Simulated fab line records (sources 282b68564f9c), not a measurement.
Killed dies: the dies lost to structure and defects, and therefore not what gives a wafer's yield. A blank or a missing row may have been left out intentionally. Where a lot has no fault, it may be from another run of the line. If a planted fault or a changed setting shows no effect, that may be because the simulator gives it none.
fab line records | flow ritCmos
record: lots: 6 wafers: 18 lastDay: 7
route steps=202 shown SILICIDE@162 CONTACT@168
lots that met no fault: taken from a fault-free run of the same line
startH: hours from the record's opening day to when the first of the lot's shown wafers began | waitH: how many hours have passed since the lot's step before this one | " the same as in the row above | L1.1+2: a single row standing in for several wafers | - value missing, or start not given | * or withheld: withheld | < > ~ a bound
route shown NAME@n: a module of which the file shows steps, and the number in the route of the first | usual: the fault-free wafers' mean and standard deviation | same: alike in all rows | chamber/n: place in a boat | sites: the reading at each site | _std_site: standard deviation of those values | _edge_site: outer sites' mean less inner sites' | radiusMm: how far each site lies from the wafer's centre | mask NAME#n: copy n | behind: the last tool/chamber to shape the wafer | hold: what put the lot on hold/how long, in hours/how the hold closed | device: whichever transistor did not switch (one of n, p or np) | end of line: tests of these same wafers at the route's end | where a step has no rows: the recipe by itself | killed: at the first sort, the dies lost to defects and structure; wafer yield is something else | map: a wafer's dies, x killed, . not, _ none there
set.NAME: setting as actually run; set.NAME@STEP: the setting as run at that earlier step | model.NAME: the simulator's own value behind a step, which no gauge read
certain route steps with their lots: each step a table, each wafer a row
services: when a tool's chamber went out of use (startH, in hours from the record's first day, below 0 if earlier), for how many hours, and the reason
== steps ==
step: RIT_SILICIDE_SPUTTER_01
recipe: material: Ti targetThkNm: 30 powerW: 344.4 chamberPressurePa: 0.667 gas: Ar timeS: 240 substrateTempC: 25
usual: cathodeDcPowerW: 344.40/0.064 throttleValvePct: 30.3/2
columns lot.wafer tool chamber startH waitH cathodeDcPowerW throttleValvePct
L695.3 pvdSputter-01 - 105.39 0.0 344.45 34.0
L695.4 " - " " 344.53 31.1
L695.6 " - " " 344.32 34.2
L698.3 pvdSputter-03 - 116.56 0.0 344.44 29.3
L698.4 " - " " 344.31 30.4
L698.5 " - " " 344.42 30.4
L701.1 pvdSputter-01 - 135.02 0.0 344.32 29.0
L701.2 " - " " 344.36 30.7
L701.6 " - " " 344.46 31.1
L702.2 pvdSputter-02 - 136.64 0.0 344.41 28.7
L702.5 " - " " 344.36 29.2
L702.6 " - " " 344.32 27.3
L703.3 pvdSputter-01 - 144.81 0.0 344.48 28.9
L703.4 " - " " 344.32 30.7
L703.5 " - " " 344.42 29.0
L706.2 pvdSputter-01 - 158.03 0.0 344.36 31.7
L706.5 " - " " 344.31 28.8
L706.6 " - " " 344.44 34.3
step: RIT_SILICIDE_RS_MEAS_02
recipe: thkMeasGauge: four-point-probe reads: Ti_of_SILICIDE_SPUTTER_01
usual: SILICIDE_TI_RS: 48.8/0.91
columns lot.wafer tool chamber startH waitH SILICIDE_TI_RS[ohm/sq]
L695.3 filmMetro-04 - 105.58 0.1 48.2
L695.4 " - " " 47.9
L695.6 " - " " 48.3
L698.3 filmMetro-02 - 116.75 0.1 50.3
L698.4 " - " " 51.5
L698.5 " - " " 51.8
L701.1 filmMetro-03 - 135.17 0.1 49.7
L701.2 " - " " 48.8
L701.6 " - " " 48.6
L702.2 filmMetro-04 - 136.81 0.1 48.1
L702.5 " - " " 48.2
L702.6 " - " " 47.0
L703.3 filmMetro-04 - 145.00 0.1 50.2
L703.4 " - " " 49.6
L703.5 " - " " 50.0
L706.2 filmMetro-04 - 158.20 0.1 49.4
L706.5 " - " " 49.4
L706.6 " - " " 49.3
step: RIT_SILICIDE_THK_MEAS_03
recipe: thkMeasGauge: xrf reads: Ti_of_SILICIDE_SPUTTER_01
usual: SILICIDE_TI_THK: 29.7/0.45
columns lot.wafer tool chamber startH waitH SILICIDE_TI_THK[nm]
L695.3 filmMetro-04 - 105.68 0.1 30.0
L695.4 " - " " 30.2
L695.6 " - " " 29.8
L698.3 filmMetro-02 - 116.85 0.1 28.7
L698.4 " - " " 28.3
L698.5 " - " " 28.1
L701.1 filmMetro-03 - 135.29 0.1 29.4
L701.2 " - " " 29.7
L701.6 " - " " 29.9
L702.2 filmMetro-04 - 136.92 0.1 29.9
L702.5 " - " " 29.9
L702.6 " - " " 30.7
L703.3 filmMetro-04 - 145.10 0.1 29.1
L703.4 " - " " 29.4
L703.5 " - " " 29.2
L706.2 filmMetro-04 - 158.31 0.1 29.3
L706.5 " - " " 29.6
L706.6 " - " " 29.6
step: RIT_SILICIDE_RTA_04
recipe: tempC: 650 timeS: 10 idleTempC: 25 rampUpS: 5 rampDownS: 5 coolToC: 25 ambient: N2
usual: wafer_temp_C_max: 651.9/0.49
columns lot.wafer tool chamber startH waitH wafer_temp_C_max
L695.3 rtpAnneal-02 0 105.74 0.1 652.6
L695.4 " 0 " " 652.9
L695.6 " 0 " " 651.9
L698.3 rtpAnneal-01 0 116.92 0.1 651.3
L698.4 " 0 " " 651.1
L698.5 " 0 " " 651.3
L701.1 rtpAnneal-02 0 135.35 0.1 651.5
L701.2 " 0 " " 652.2
L701.6 " 0 " " 651.8
L702.2 rtpAnneal-01 0 136.98 0.1 651.7
L702.5 " 0 " " 652.5
L702.6 " 0 " " 651.8
L703.3 rtpAnneal-02 0 145.16 0.1 651.5
L703.4 " 0 " " 651.9
L703.5 " 0 " " 652.8
L706.2 rtpAnneal-01 0 158.37 0.1 652.0
L706.5 " 0 " " 651.7
L706.6 " 0 " " 652.5
step: RIT_SILICIDE_WET_ETCH_05
recipe: chemistry: SPM target: Ti tempC: 90 timeS: 120 dry: n2Spin
step: RIT_SILICIDE_RTA_06
recipe: tempC: 750 timeS: 10 idleTempC: 25 rampUpS: 5 rampDownS: 10 coolToC: 25 ambient: N2
usual: wafer_temp_C_max: 752.4/0.61
columns lot.wafer tool chamber startH waitH wafer_temp_C_max
L695.3 rtpAnneal-01 0 105.85 0.0 752.5
L695.4 " 0 " " 752.0
L695.6 " 0 " " 751.9
L698.3 rtpAnneal-02 0 117.02 0.0 752.2
L698.4 " 0 " " 753.1
L698.5 " 0 " " 753.6
L701.1 rtpAnneal-01 0 135.46 0.0 752.3
L701.2 " 0 " " 752.6
L701.6 " 0 " " 751.4
L702.2 rtpAnneal-02 0 137.09 0.0 753.0
L702.5 " 0 " " 752.4
L702.6 " 0 " " 751.9
L703.3 rtpAnneal-01 0 145.27 0.0 752.7
L703.4 " 0 " " 752.1
L703.5 " 0 " " 751.9
L706.2 rtpAnneal-02 0 158.48 0.0 753.4
L706.5 " 0 " " 752.9
L706.6 " 0 " " 752.9
step: RIT_CONTACT_CVD_00
recipe: material: SiO2 targetThkNm: 400 precursor: TEOS tempC: 390 timeS: 61 rfW: 400
usual: heaterPowerW: 312/45 susceptorTempC: 390.01/0.24
columns lot.wafer tool chamber startH waitH heaterPowerW susceptorTempC
L695.3 pecvd-02 0 105.89 0.0 364 389.96
L695.4 " 0 " " 367 390.10
L695.6 " 1 " " 297 389.82
L698.3 pecvd-02 1 117.07 0.0 252 389.94
L698.4 " 0 " " 383 389.94
L698.5 " 2 " " 311 390.07
L701.1 pecvd-02 2 135.52 0.1 258 390.09
L701.2 " 0 " " 376 390.29
L701.6 " 0 " " 390 390.15
L702.2 pecvd-01 0 137.14 0.0 263 389.87
L702.5 " 2 " " 343 390.36
L702.6 " 1 " " 297 389.90
L703.3 pecvd-04 2 145.31 0.0 262 390.06
L703.4 " 2 " " 298 390.01
L703.5 " 1 " " 359 390.75
L706.2 pecvd-04 2 158.54 0.0 280 390.40
L706.5 " 0 " " 341 389.80
L706.6 " 2 " " 299 390.19
step: RIT_CONTACT_THK_MEAS_01
recipe: reads: SiO2_of_CONTACT_CVD_00
usual: CONTACT_TEOS_THK: 400/5.5
columns lot.wafer tool chamber startH waitH CONTACT_TEOS_THK[nm]
L695.3 filmMetro-03 - 105.96 0.0 393
L695.4 " - " " 402
L695.6 " - " " 402
L698.3 filmMetro-03 - 117.14 0.0 393
L698.4 " - " " 400
L698.5 " - " " 401
L701.1 filmMetro-04 - 135.57 0.0 397
L701.2 " - " " 396
L701.6 " - " " 405
L702.2 filmMetro-04 - 137.20 0.0 401
L702.5 " - " " 403
L702.6 " - " " 405
L703.3 filmMetro-01 - 145.38 0.0 389
L703.4 " - " " 394
L703.5 " - " " 407
L706.2 filmMetro-03 - 158.60 0.0 392
L706.5 " - " " 405
L706.6 " - " " 393
step: RIT_CONTACT_HMDS_02
recipe: primeTimeS: 60 primeTempC: 140
step: RIT_CONTACT_COAT_03
recipe: resist: NOVOLAK spinRpm: 3250 resistThkNm: 1000
step: RIT_CONTACT_SOFTBAKE_04
recipe: resist: NOVOLAK tempC: 90 timeS: 60
step: RIT_CONTACT_EXPOSE_05
recipe: maskId: M11 na: 0.6 sourceShape: conventional sigmaOuter: 0.5 targetCdNm: 1000 doseMj: 250
step: RIT_CONTACT_PEB_06
recipe: resist: NOVOLAK tempC: withheld timeS: withheld
usual: chillPlateTempC: * exhaustPa: 45.0/0.83 resistLineTempC: *
columns lot.wafer tool chamber startH waitH chillPlateTempC exhaustPa resistLineTempC
L695.3 lithoTrack-02 0 106.62 0.1 * 45.2 *
L695.4 " 0 " " * 45.1 *
L695.6 " 0 " " * 45.0 *
L698.3 lithoTrack-02 0 117.80 0.1 * 45.6 *
L698.4 " 0 " " * 45.0 *
L698.5 " 0 " " * 46.4 *
L701.1 lithoTrack-02 - 136.33 0.1 - - -
L701.2 " - " " - - -
L701.6 " - " " - - -
L702.2 lithoTrack-04 - 137.84 0.1 - - -
L702.5 " - " " - - -
L702.6 " - " " - - -
L703.3 lithoTrack-02 0 146.04 0.1 * 44.3 *
L703.4 " 0 " " * 44.7 *
L703.5 " 0 " " * 44.1 *
L706.2 lithoTrack-04 0 159.49 0.1 * 43.9 *
L706.5 " 0 " " * 43.9 *
L706.6 " 0 " " * 44.9 *
step: RIT_CONTACT_DEVELOP_07
recipe: resist: NOVOLAK developTimeS: 120 devTempC: 23.7
== services ==
columns tool chamber startH hours kind
pvdSputter-01 - 82.07 3.4 repair
rtpAnneal-01 - 112.33 4.4 pm
pecvd-02 0 120.30 10.8 repair
pvdSputter-03 - 147.63 5.5 repair
pecvd-02 - 155.22 2.0 repair
== key ==
firstSign: step: RIT_CONTACT_PEB_06 reading: toolRecord direction: missing
effect none on later readings
metAt RIT_CONTACT_PEB_06
struckWafers L701.1,L701.2,L701.6,L702.2,L702.5,L702.6
sortLeftOut L701.1,L701.2,L701.6,L702.2,L702.5,L702.6
testerLeftOut L701,L702
onsetBetween 117.80 136.33
fault: kind: skippedStepWhole tool: lithoTrack-02,lithoTrack-04 chamber: - onsetH: 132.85 steps: RIT_CONTACT_PEB_06 scope: struckLotsOnly
testerLeftOut: of these lots the tester's yield and bins aren't shown, on N5 and GAA mostly nor the transistor test; their killed dies are dies lost to structure and defects alone, not to doping, threshold or leakage, so they don't give the yield
sortLeftOut: the simulated sort isn't trusted on such a fault, so these wafers' sort isn't shown, and their yield isn't known
